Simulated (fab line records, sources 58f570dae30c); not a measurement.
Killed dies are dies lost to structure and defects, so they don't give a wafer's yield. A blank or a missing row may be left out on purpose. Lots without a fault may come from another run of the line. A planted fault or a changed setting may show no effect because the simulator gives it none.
Split-lot experiment | flow berkeley_cmos170 | 5 lots, 23 wafers read, on a route of 331 steps

THE SPLIT
At UCB170_V1_PEB_10, the setting peb_temp_c was moved away from the recipe's 130 C on 11 of the 23 wafers read, by -2.6% to +1.7%. The other wafers ran this setting at the recipe's value.

FROM THE SPLIT TO THE READING: what the file shows between them, 4 steps
- UCB170_V1_DEVELOP_11: develop time 45 s
- UCB170_V1_CD_MEAS_12: target cd 700 nm
- UCB170_V1_ETCH_14: etches SiO2 in CHF3/CF4/Ar, stops on Al, target depth 1250 nm, time 291 s
- UCB170_V1_STRIP_15: strips in O2

THE READING
cd_nm, in nm, at UCB170_V1_CD_MEAS_90 (target cd 700 nm). Fault-free wafers of this fab line usually give 699.2 nm, standard deviation 1.5 nm.

wafer  | tool, chamber at the split | peb_temp_c as run, C | against the recipe | cd_nm, nm | against lot-mates on the recipe
L076.1 | litho_track-02, 0          | 130                  | recipe             | 698.4     | -
L076.2 | litho_track-02, 0          | 128.2                | -1.4%              | 684.8     | -12.9
L076.4 | litho_track-02, 0          | 128.2                | -1.4%              | 684.9     | -12.8
L076.5 | litho_track-02, 0          | 130                  | recipe             | 697.7     | -
L076.6 | litho_track-02, 0          | 130                  | recipe             | 697.0     | -
L075.1 | litho_track-01, 0          | 130                  | recipe             | 701.4     | -
L075.3 | litho_track-01, 0          | 130                  | recipe             | 702.2     | -
L075.4 | litho_track-01, 0          | 130                  | recipe             | 701.1     | -
L079.1 | litho_track-02, 0          | 130                  | recipe             | 697.4     | -
L079.2 | litho_track-02, 0          | 126.6                | -2.6%              | 671.7     | -26.3
L079.4 | litho_track-02, 0          | 126.6                | -2.6%              | 672.1     | -25.9
L079.5 | litho_track-02, 0          | 126.6                | -2.6%              | 671.8     | -26.2
L079.6 | litho_track-02, 0          | 130                  | recipe             | 698.6     | -
L083.1 | litho_track-03, 0          | 132.2                | +1.7%              | 712.1     | +13.8
L083.2 | litho_track-03, 0          | 130                  | recipe             | 697.7     | -
L083.3 | litho_track-03, 0          | 130                  | recipe             | 699.0     | -
L083.4 | litho_track-03, 0          | 132.2                | +1.7%              | 709.4     | +11.0
L083.5 | litho_track-03, 0          | 132.2                | +1.7%              | 712.7     | +14.4
L084.2 | litho_track-01, 0          | 130                  | recipe             | 698.9     | -
L084.3 | litho_track-01, 0          | 130                  | recipe             | 700.1     | -
L084.4 | litho_track-01, 0          | 128                  | -1.5%              | 685.8     | -13.7
L084.5 | litho_track-01, 0          | 128                  | -1.5%              | 682.8     | -16.7
L084.6 | litho_track-01, 0          | 128                  | -1.5%              | 685.2     | -14.3

THE FIT
A straight line over all 23 wafers: cd_nm changes by +9.31 nm for each +1% of peb_temp_c; r = +0.99; the points scatter about the line by 2 nm.
The same after taking each lot's own level away (the mean of its wafers on the recipe; 23 wafers): +9.2 nm for each +1%; r = +0.99; scatter 1.3 nm.
On that fit, the largest move of peb_temp_c shifts the reading by 24 nm.
The lots' own levels span 697.70 to 701.57 nm, that is 2.6 times the standard deviation above.
So the lot-to-lot level changes the slope little: the two slopes agree.
Check: with one of the wafers moved furthest among these (-2.6%) left out of the fit, the line predicts -24.4 nm for it against its lot-mates. It came out at -26.3 nm against them.

OTHER SPLITS ON THESE WAFERS
These wafers also went through other splits before the reading. Each is held against what the fit with the lots' levels taken away leaves over:
other split on the same wafers       | wafers away from the commonest value | r with cd_nm (lot level and that fit taken away)
UCB170_SILICIDE_SPUTTER_01 power_w   | 8                                    | -0.07
UCB170_CONTACT_COAT_04 resist_thk_nm | 7                                    | -0.16
UCB170_M1_PEB_07 peb_temp_c          | 8                                    | +0.49
UCB170_V1_CVD_00 time_s              | 8                                    | -0.17

THE WHOLE CHAIN: every reading that the file lists as answering this split, in the file's order
step                 | what it does                                                              | reading                                                   | change (the file's fit)              | r (the file's)
UCB170_V1_CD_MEAS_12 | target cd 700 nm                                                          | cd_nm                                                     | +9.28 nm for each +1% of the setting | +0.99
UCB170_V1_ETCH_14    | etches SiO2 in CHF3/CF4/Ar, stops on Al, target depth 1250 nm, time 291 s | V1.cd_nm (the simulator's own value, which no gauge read) | +9.29 nm for each +1% of the setting | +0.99
UCB170_V1_CD_MEAS_90 | target cd 700 nm                                                          | cd_nm                                                     | +9.37 nm for each +1% of the setting | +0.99

THE FILE'S OWN FIT
cd_nm changes by +9.37 nm for each +1% of peb_temp_c, r = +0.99.
